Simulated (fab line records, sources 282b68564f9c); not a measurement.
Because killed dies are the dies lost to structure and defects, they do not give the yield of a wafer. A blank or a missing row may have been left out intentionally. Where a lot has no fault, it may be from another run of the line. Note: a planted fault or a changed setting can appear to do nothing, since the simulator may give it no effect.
fab line records	flow rit-cmos
record: lots: 5	wafers: 15	last-day: 7
route steps=202 shown GATE@77 FOX2@80 M1@202
lots with no fault: from the same line, run without faults
start-h: the number of hours between the record's first day and the start of the first shown wafer of the lot	wait-h: hours since the lot's step before	" the same as in the row above	L1.1+2: a row that stands for several wafers	- no value present, or no start provided	* or withheld: withheld	< > ~ a bound
route shown NAME@n: names a module that has steps shown in the file, with the first one's number in the route	usual: mean and standard deviation over wafers with no fault	same: alike in all rows	chamber/n: place in a boat	sites: each site's reading	_std_site: how widely they spread, as a standard deviation	_edge_site: outer sites' mean less inner sites'	radius-mm: for every site, how far away it sits from the centre of the wafer	mask NAME#n: copy n	behind: the last tool/chamber to shape the wafer	hold: why the lot was held/for how many hours/how that ended	device: which transistor (n, p or np) failed to switch	end of line: the same wafers' tests at the end of the route	for a step that has no rows: nothing shown but its recipe	killed: not the wafer's yield, but the dies lost to structure and defects at the first sort	map: the dies of a wafer, with x for killed, . for not killed, _ for no die there
set.NAME: the setting as run; set.NAME@STEP: as run at that earlier step	model.NAME: the simulator's own value behind a step, which no gauge read
lots seen at some steps along the route; tables by step, rows by wafer
services: the hour from which a tool's chamber was out of use, counted from the record's first day as start-h (under 0 if before that day), plus the number of hours and why
== steps ==
step: RIT_GATE_CLEAN_02
recipe: chemistry: dHF	dilution: 50:1	time-s: 30
step: RIT_GATE_CLEAN_03
recipe: chemistry: SC2	mix: 3:3:50	time-s: 600	temp-c: 75	dry: n2-spin
step: RIT_GATE_CLEAN_04
recipe: chemistry: dHF	dilution: 50:1	time-s: 60	dry: n2-spin
step: RIT_FOX2_THK_MEAS_91
recipe: reads: SiO2_of_FOX2_OXIDATION_00
usual: FIELD_OXIDE_LEFT_2_THK: 253/8.2
lot.wafer	tool	chamber	start-h	wait-h	FIELD_OXIDE_LEFT_2_THK[nm]
L192.3	film-metro-02	-	45.36	0.0	255
L192.5	"	-	"	"	250
L192.6	"	-	"	"	247
L197.2	film-metro-03	-	68.90	0.0	261
L197.3	"	-	"	"	261
L197.4	"	-	"	"	259
L199.2	film-metro-01	-	80.43	0.0	248
L199.5	"	-	"	"	250
L199.6	"	-	"	"	247
L209.1	film-metro-03	-	128.45	0.0	249
L209.2	"	-	"	"	256
L209.5	"	-	"	"	253
L212.2	film-metro-03	-	144.17	0.0	258
L212.5	"	-	"	"	255
L212.6	"	-	"	"	258
step: RIT_GATE_OXIDATION_05
recipe: temp-c: 900	ambient: O2	target-thk-a: 30	ox-time-s: 270
step: RIT_GATE_ANNEAL_06
recipe: temp-c: 900	time-s: 600	ambient: N2O
step: RIT_GATE_THK_MEAS_07
recipe: reads: SiO2_of_GATE_OXIDATION_05
usual: GATE_OXIDE_THK: 2.99/0.054
lot.wafer	tool	chamber	start-h	wait-h	GATE_OXIDE_THK[nm]
L192.3	film-metro-02	-	47.05	0.0	2.95
L192.5	"	-	"	"	2.99
L192.6	"	-	"	"	2.86
L197.2	film-metro-03	-	73.70	0.0	3.04
L197.3	"	-	"	"	3.13
L197.4	"	-	"	"	3.01
L199.2	film-metro-02	-	82.31	0.0	3.03
L199.5	"	-	"	"	3.06
L199.6	"	-	"	"	3.02
L209.1	film-metro-03	-	129.83	0.0	3.01
L209.2	"	-	"	"	3.03
L209.5	"	-	"	"	2.99
L212.2	film-metro-01	-	146.87	0.0	2.91
L212.5	"	-	"	"	2.99
L212.6	"	-	"	"	2.90
step: RIT_GATE_CVD_08
recipe: material: poly-Si	target-thk-nm: 250	temp-c: 610	precursor: SiH4	time-s: 2220	pressure-mtorr: 300	sih4-flow-sccm: 100
step: RIT_GATE_THK_MEAS_09
recipe: reads: poly-Si_of_GATE_CVD_08
usual: GATE_POLY_THK: 250.5/2.6
lot.wafer	tool	chamber	start-h	wait-h	GATE_POLY_THK[nm]
L192.3	film-metro-03	-	48.72	0.0	249.6
L192.5	"	-	"	"	248.4
L192.6	"	-	"	"	247.6
L197.2	film-metro-03	-	76.20	0.0	253.5
L197.3	"	-	"	"	254.8
L197.4	"	-	"	"	252.1
L199.2	film-metro-01	-	83.99	0.0	248.2
L199.5	"	-	"	"	248.7
L199.6	"	-	"	"	248.3
L209.1	film-metro-01	-	132.32	0.0	248.8
L209.2	"	-	"	"	249.2
L209.5	"	-	"	"	250.6
L212.2	film-metro-01	-	148.55	0.0	250.7
L212.5	"	-	"	"	252.5
L212.6	"	-	"	"	252.9
step: RIT_GATE_HMDS_10
recipe: prime-time-s: 60	prime-temp-c: 140
step: RIT_GATE_COAT_11
recipe: resist: NOVOLAK	spin-rpm: 4332	resist-thk-nm: 850
step: RIT_GATE_SOFTBAKE_12
recipe: resist: NOVOLAK	temp-c: 90	time-s: 60
step: RIT_GATE_EXPOSE_13
recipe: mask-id: M6	na: 0.6	source-shape: conventional	sigma-outer: 0.6	target-cd-nm: 150	dose-mj: 380
lot.wafer	tool	chamber	start-h	wait-h	mask
L192.3+5+6	iline-stepper-01	0	49.38	0.2	M6#0
L197.2+3+4	iline-stepper-01	0	76.72	0.1	M6#0
L199.2+5+6	iline-stepper-01	0	84.51	0.1	M6_R1#0
L209.1+2+5	iline-stepper-02	0	132.83	0.1	M6#0
L212.2+5+6	iline-stepper-02	0	149.19	0.2	M6#0
step: RIT_GATE_PEB_14
recipe: resist: NOVOLAK	temp-c: withheld	time-s: withheld
step: RIT_GATE_DEVELOP_15
recipe: resist: NOVOLAK	develop-time-s: 50	dev-temp-c: 23
step: RIT_GATE_CD_MEAS_16
recipe: target-cd-nm: 150
usual: cd-nm: 148.2/2
lot.wafer	tool	chamber	start-h	wait-h	cd-nm
L192.3	cd-sem-01	-	49.78	-	149.5
L192.5	"	-	"	"	147.9
L192.6	"	-	"	"	147.3
L197.2	cd-sem-01	-	77.25	-	149.2
L197.3	"	-	"	"	148.1
L197.4	"	-	"	"	150.0
L199.2	cd-sem-01	-	84.91	-	159.6
L199.5	"	-	"	"	161.0
L199.6	"	-	"	"	160.0
L209.1	cd-sem-02	-	133.23	-	146.9
L209.2	"	-	"	"	149.2
L209.5	"	-	"	"	148.8
L212.2	cd-sem-01	-	149.66	-	146.9
L212.5	"	-	"	"	148.0
L212.6	"	-	"	"	147.8
step: RIT_GATE_OVL_MEAS_17
usual: GATE_OVL: -0.7/1.6
lot.wafer	tool	chamber	start-h	wait-h	GATE_OVL[nm]
L192.3	overlay-02	-	49.87	0.1	-0.7
L192.5	"	-	"	"	-0.7
L192.6	"	-	"	"	1.6
L197.2	overlay-02	-	77.36	0.1	-1.5
L197.3	"	-	"	"	-0.7
L197.4	"	-	"	"	0.6
L199.2	overlay-01	-	85.02	0.1	0.4
L199.5	"	-	"	"	0.5
L199.6	"	-	"	"	-0.2
L209.1	overlay-01	-	133.35	0.1	2.7
L209.2	"	-	"	"	1.2
L209.5	"	-	"	"	1.1
L212.2	overlay-02	-	149.76	0.1	-0.9
L212.5	"	-	"	"	-1.9
L212.6	"	-	"	"	0.6
step: RIT_GATE_HARDBAKE_18
recipe: resist: NOVOLAK	temp-c: 140	time-s: 60
step: RIT_GATE_ETCH_19
recipe: chemistry: SF6/CHF3/O2	time-s: 165	SF6_flow_sccm: 30	CHF3_flow_sccm: 30	O2_flow_sccm: 5	target: poly-Si	pressure-mtorr: 40	rf-w: 160	target-depth-a: 3125	over-etch-frac: 0.25	stop-on: SiO2
usual: chamber-pressure-mTorr: 40.00/0.035	drypump-motor-current-A: 5.7/0.46	oes-product-au: 0.840/0.013	throttle-valve-pct: 10.21/0.16
lot.wafer	tool	chamber	start-h	wait-h	chamber-pressure-mTorr	drypump-motor-current-A	oes-product-au	rf-hours-counter-h	throttle-valve-pct	model.GATE.cd-nm
L192.3	rie-si-01	3	50.05	0.1	39.98	5.0	0.834	46	10.18	149.4
L192.5	"	3	"	"	40.00	5.0	0.836	-	10.18	148.3
L192.6	"	1	"	"	39.97	5.7	0.818	-	10.00	147
L197.2	rie-si-02	1	77.54	0.1	40.05	5.9	0.839	0	10.37	149.1
L197.3	"	2	"	"	39.99	5.6	0.847	34	10.26	147.8
L197.4	"	0	"	"	40.01	6.7	0.865	4	10.45	149.7
L199.2	rie-si-02	3	85.20	0.1	40.11	5.4	0.830	49	10.17	159.5
L199.5	"	3	"	"	39.96	5.4	0.835	-	10.18	161.4
L199.6	"	0	"	"	40.02	6.7	0.849	-	10.44	160.1
L209.1	rie-si-02	0	133.53	0.1	40.01	6.7	0.847	4	10.45	147
L209.2	"	2	"	"	40.04	5.6	0.815	35	10.26	149.3
L209.5	"	1	"	"	40.03	5.9	0.840	-	10.36	148.8
L212.2	rie-si-01	3	149.94	0.1	40.06	5.0	0.827	47	10.17	146.7
L212.5	"	2	"	"	40.01	5.4	0.851	-	10.32	147.8
L212.6	"	1	"	"	40.02	5.7	0.836	-	9.99	147.7
step: RIT_GATE_STRIP_20
recipe: chemistry: O2	time-s: 180	resist: NOVOLAK	platen-temp-c: withheld	power-w: 500	pressure-mtorr: 4000	o2-flow-sccm: 4000
usual: chamber-pressure-mTorr: 4000/3.7	drypump-motor-current-A: 5.7/0.44	rf-refl-power-W: 6.6/0.93
lot.wafer	tool	chamber	start-h	wait-h	chamber-pressure-mTorr	drypump-motor-current-A	rf-hours-counter-h	rf-refl-power-W
L192.3	plasma-asher-02	1	50.21	0.1	4002	5.5	-	5.7
L192.5	"	0	"	"	3996	6.4	-	7.2
L192.6	"	1	"	"	4003	5.4	-	5.8
L197.2	plasma-asher-04	1	77.64	0.1	3991	5.7	29	5.9
L197.3	"	1	"	"	3995	5.8	-	5.7
L197.4	"	0	"	"	4001	5.3	-	4.7
L199.2	plasma-asher-01	1	85.30	0.1	4003	5.4	44	7.2
L199.5	"	1	"	"	3994	5.5	-	7.2
L199.6	"	0	"	"	4000	5.4	-	7.7
L209.1	plasma-asher-01	1	133.64	0.1	4002	5.4	2	7.3
L209.2	"	0	"	"	4001	5.4	2	7.6
L209.5	"	1	"	"	3998	5.4	-	7.2
L212.2	plasma-asher-01	0	150.05	0.1	3992	5.4	4	7.5
L212.5	"	0	"	"	4000	5.4	-	7.7
L212.6	"	1	"	"	3997	5.5	-	7.5
step: RIT_M1_PROBE_99
usual: killed-at-contacts: 0.1/0.34	killed-at-front-end: 6.6/2.7	killed-dies: 6.7/2.7	killed-open: 3.5/1.9	killed-short: 3.1/1.8
same: gross-dies: 264	killed_at_M0_to_M3: 0	killed_at_M4_up: 0	killed-at-back-side: 0	killed-at-other: 0
lot.wafer	tool	chamber	start-h	wait-h	killed-at-contacts	killed-at-front-end	killed-dies	killed-open	killed-short	model.etest.pmos_0p3.r-on-ohm-um	model.etest.pmos-turned.r-on-ohm-um	model.etest.pmos_0p15.r-on-ohm-um	model.etest.nmos_0p15.r-on-ohm-um	model.etest.nmos_0p3.r-on-ohm-um	model.etest.nmos_0p15.drive-ua-um	model.etest.pmos_0p15.drive-ua-um	model.etest.npoly-line.line-ohm-um
L192.3	prober-01	-	70.62	0.2	1	4	5	3	2	6311	3595	2870	1184	2195	463.2	249.9	166.1
L192.5	prober-01	-	70.72	0.2	0	1	1	0	1	6449	3723	2936	1176	2210	460.4	244.6	171.8
L192.6	prober-01	-	70.77	0.2	0	11	11	6	5	6202	3468	2764	1147	2150	478.8	260.7	171.7
L197.2	prober-02	-	97.34	0.1	0	14	14	10	4	6557	3738	2942	1189	2236	454.3	240	168.4
L197.3	prober-02	-	97.39	0.2	0	11	11	8	3	6590	3710	2907	1167	2233	457.2	242.6	169
L197.4	prober-02	-	97.44	0.2	0	11	11	4	7	6472	3550	2833	1121	2189	463.6	246.7	164.8
L199.2	prober-02	-	107.01	0.1	0	10	10	4	5	6846	3957	3198	1282	2331	414.1	219.3	151.5
L199.5	prober-02	-	107.16	0.2	0	8	8	4	4	6752	3968	3211	1320	2317	413.5	221.1	146.9
L199.6	prober-02	-	107.21	0.2	0	7	7	5	2	6775	3928	3179	1293	2319	414.6	220	152.9
L209.1	prober-02	-	154.02	0.1	0	9	9	6	3	6550	3689	2904	1168	2240	450.1	241.5	174.4
L209.2	prober-02	-	154.07	0.1	0	5	5	4	1	6531	3757	2955	1203	2261	440.7	237.9	169.7
L209.5	prober-02	-	154.22	0.2	1	4	5	2	3	6532	3719	2924	1193	2241	446.3	243.5	168.6
L212.2	prober-01	-	170.06	0.1	1	4	5	3	2	6255	3472	2726	1164	2190	469.2	261.4	170.4
L212.5	prober-01	-	170.21	0.2	0	5	5	2	3	6489	3669	2878	1199	2267	456.3	248.2	170.7
L212.6	prober-01	-	170.26	0.2	0	4	4	3	1	6325	3605	2837	1188	2236	457.1	252.6	168
killed by level:class
L192.3 REOX:geometric-particle:open=2 GATE:geometric-particle:open=1 SILICIDE:geometric-particle:short=1 CONTACT:geometric-particle:short=1
L192.5 GATE:geometric-particle:short=1
L192.6 SPACER:geometric-particle:open=3 SILICIDE:geometric-particle:short=2 FOX1:geometric-particle:short=1 GATE:geometric-particle:short=1 GATE:geometric-particle:open=1 REOX:geometric-particle:short=1 REOX:geometric-particle:open=1 SILICIDE:geometric-particle:open=1
L197.2 REOX:geometric-particle:open=4 GATE:geometric-particle:open=3 GATE:geometric-particle:short=2 SPACER:geometric-particle:open=2 FOX2:geometric-particle:open=1 FOX2:geometric-particle:short=1 SPACER:geometric-particle:short=1
L197.3 FOX1:geometric-particle:open=3 GATE:geometric-particle:open=3 FOX1:geometric-particle:short=1 FOX2:geometric-particle:open=1 REOX:geometric-particle:short=1 SPACER:geometric-particle:open=1 SILICIDE:geometric-particle:short=1
L197.4 FOX1:geometric-particle:open=2 GATE:geometric-particle:open=2 GATE:geometric-particle:short=2 REOX:geometric-particle:short=2 FOX1:geometric-particle:short=1 FOX2:geometric-particle:short=1 SILICIDE:geometric-particle:short=1
L199.2 FOX2:geometric-particle:short=2 GATE:geometric-particle:open=2 REOX:geometric-particle:short=2 SPACER:geometric-particle:open=2 SPACER:geometric-particle:short=1 GATE:area-expose=1
L199.5 GATE:geometric-particle:short=2 FOX1:geometric-particle:short=1 FOX1:geometric-particle:open=1 GATE:geometric-particle:open=1 SPACER:geometric-particle:short=1 SPACER:geometric-particle:open=1 SILICIDE:geometric-particle:open=1
L199.6 FOX1:geometric-particle:open=2 FOX2:geometric-particle:open=1 GATE:geometric-particle:short=1 REOX:geometric-particle:open=1 REOX:geometric-particle:short=1 SPACER:geometric-particle:open=1
L209.1 GATE:geometric-particle:open=3 FOX1:geometric-particle:short=1 FOX1:geometric-particle:open=1 FOX2:geometric-particle:open=1 GATE:geometric-particle:short=1 REOX:geometric-particle:open=1 SILICIDE:geometric-particle:short=1
L209.2 REOX:geometric-particle:open=2 FOX1:geometric-particle:short=1 GATE:geometric-particle:open=1 SPACER:geometric-particle:open=1
L209.5 GATE:geometric-particle:open=1 SPACER:geometric-particle:short=1 SILICIDE:geometric-particle:open=1 SILICIDE:geometric-particle:short=1 CONTACT:geometric-particle:short=1
L212.2 FOX2:geometric-particle:open=1 GATE:geometric-particle:open=1 GATE:geometric-particle:short=1 REOX:geometric-particle:short=1 CONTACT:geometric-particle:open=1
L212.5 SPACER:geometric-particle:short=2 GATE:geometric-particle:open=1 SPACER:geometric-particle:open=1 SILICIDE:geometric-particle:short=1
L212.6 FOX1:geometric-particle:short=1 REOX:geometric-particle:open=1 SPACER:geometric-particle:open=1 SILICIDE:geometric-particle:open=1
== services ==
tool	chamber	start-h	hours	kind
rie-si-02	1	29.29	-	clean
rie-si-02	1	29.29	14.8	scheduled-down
rie-si-02	1	29.29	14.8	vent-cycle
rie-si-01	2	36.80	-	clean
rie-si-01	2	36.80	32.7	scheduled-down
rie-si-01	2	36.80	32.7	vent-cycle
iline-stepper-02	-	54.26	1.7	pm
rie-si-01	0	65.01	3.8	repair
rie-si-01	3	91.23	8.8	repair
plasma-asher-01	-	105.73	1.2	repair
plasma-asher-01	-	108.75	9.0	pm
plasma-asher-01	0	108.75	9.0	vent-cycle
plasma-asher-01	1	108.75	9.0	vent-cycle
plasma-asher-01	0	117.75	-	clean
plasma-asher-01	1	117.75	-	clean
iline-stepper-01	-	127.65	1.7	pm
iline-stepper-01	-	130.37	8.9	pm
rie-si-02	3	149.43	3.9	repair
== key ==
first-sign: step: RIT_GATE_EXPOSE_13	reading: mask	direction: changed
effect: step: RIT_GATE_CD_MEAS_16	reading: cd-nm	direction: up	sigmas: 6	usual: 148.2	struck: 160.2
model-effect: step: RIT_GATE_ETCH_19	value: GATE.cd-nm	without: 145.3	struck: 160.3
model-effect: step: RIT_M1_PROBE_99	value: etest.pmos_0p3.r-on-ohm-um	without: 6442	struck: 6791
met-at RIT_GATE_EXPOSE_13
struck-wafers L199.2,L199.5,L199.6
tester-left-out L199
onset-between 76.72 84.51
fault: kind: wrong-mask	tool: any	chamber: -	onset-h: 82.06	steps: RIT_GATE_EXPOSE_13	aux-copy: M6_R1#0	cd-offset-nm: 15	scope: struck-lots-only
tester-left-out: of these lots the tester's yield and bins aren't shown, on N5 and GAA mostly nor the transistor test; their killed dies are dies lost to structure and defects alone, not to doping, threshold or leakage, so they don't give the yield
